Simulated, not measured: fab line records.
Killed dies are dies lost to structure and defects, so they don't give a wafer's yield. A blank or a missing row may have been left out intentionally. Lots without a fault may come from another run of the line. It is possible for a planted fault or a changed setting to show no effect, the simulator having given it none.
One fault seen from 2 desks | flow berkeley-cmos170 | numbers are kept per desk, each desk with only its own; the story behind them comes last

== METROLOGY DESK ==
What the gauges read for every lot (on any tool): the sampled wafers with a number, averaged. A lot is out of limits, marked OUT, if its mean lies more than 4 standard deviations from the usual mean; the brackets give that distance.
Columns: A = cd-nm at UCB170_NLDD_CD_MEAS_06, usual 1200.1 nm; B = NLDD_OVL at UCB170_NLDD_OVL_MEAS_07, usual 1 nm; C = NLDD_TW at UCB170_NLDD_TW_MEAS_11, usual 2212; D = SPACER_TEOS_THK at UCB170_SPACER_THK_MEAS_01, usual 376 nm
lot  | first seen here | A      | B  | C    | D
L256 | day 7 17:50     | 1199.8 | 11 | 2217 | 379
L255 | day 7 18:03     | 1198.5 | -3 | 2235 | 370
L259 | day 8 19:53     | 1198.8 | -2 | 2192 | 374
L261 | day 9 02:32     | 1202.0 | -2 | 2222 | 373
L263 | day 9 08:31     | 1196.5 | -1 | 2187 | 377
L268 | day 10 15:44    | 1200.1 | -4 | 2229 | 376
L274 | day 12 19:20    | 1200.0 | 7  | 2228 | 379
This desk found nothing out of limits on any of the 7 lots.

== DESK OF THE TOOL OWNER: rie-diel-03 ==
The tool's own readings at UCB170_SPACER_ETCHBACK_03 (etches SiO2 in CHF3/CF4/Ar, stops on Si, target depth 376 nm, time 100 s): means of the sampled wafers that have a number, for each lot that ran on this tool. A lot is out of limits, marked OUT, if its mean lies more than 4 standard deviations from the usual mean; the brackets give that distance.
Columns: A = drypump-motor-current-A at UCB170_SPACER_ETCHBACK_03, usual 5.6 A; B = oes-product-au at UCB170_SPACER_ETCHBACK_03, usual 0.904 a.u.; C = rf-fwd-power-W at UCB170_SPACER_ETCHBACK_03, usual 497.3 W; D = run-length-s at UCB170_SPACER_ETCHBACK_03, usual 128.3 s; E = throttle-valve-pct at UCB170_SPACER_ETCHBACK_03, usual 6.47 %
lot  | first seen here | A   | B                | C     | D               | E
L256 | day 8 00:44     | 4.9 | 0.907            | 498.5 | 128.6           | 6.57
L259 | day 9 03:22     | 5.3 | 0.796 (-7.2) OUT | 497.2 | 147.2 (+36) OUT | 6.52
L261 | day 9 15:55     | 5.8 | 0.794 (-7.4) OUT | 497.1 | 147.2 (+36) OUT | 6.49
L263 | day 9 15:59     | 5.7 | 0.796 (-7.2) OUT | 495.0 | 147.1 (+36) OUT | 6.51
This desk's finding: out of limits on L259, L261, L263; first on L259, day 9 03:22 (oes-product-au at UCB170_SPACER_ETCHBACK_03). L256 stayed within limits.

== PUT TOGETHER ==
The tool owner's desk had the chance to raise an alarm at day 9 03:22 on L259, L261, L263.
The metrology desk saw nothing out of limits.
The metrology desk holds a record of L259, L261, L263, inside its limits.
On rie-diel-03, each named lot ran UCB170_SPACER_ETCHBACK_03.

== WHAT WAS PUT IN BY THE SIMULATOR ==
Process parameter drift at UCB170_SPACER_ETCHBACK_03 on rie-diel-03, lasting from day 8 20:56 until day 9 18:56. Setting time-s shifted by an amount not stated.
Struck lots among those shown: L259, L261, L263.
Hours from the fault's start to each desk's first reading out of limits: the tool owner's desk, 6.
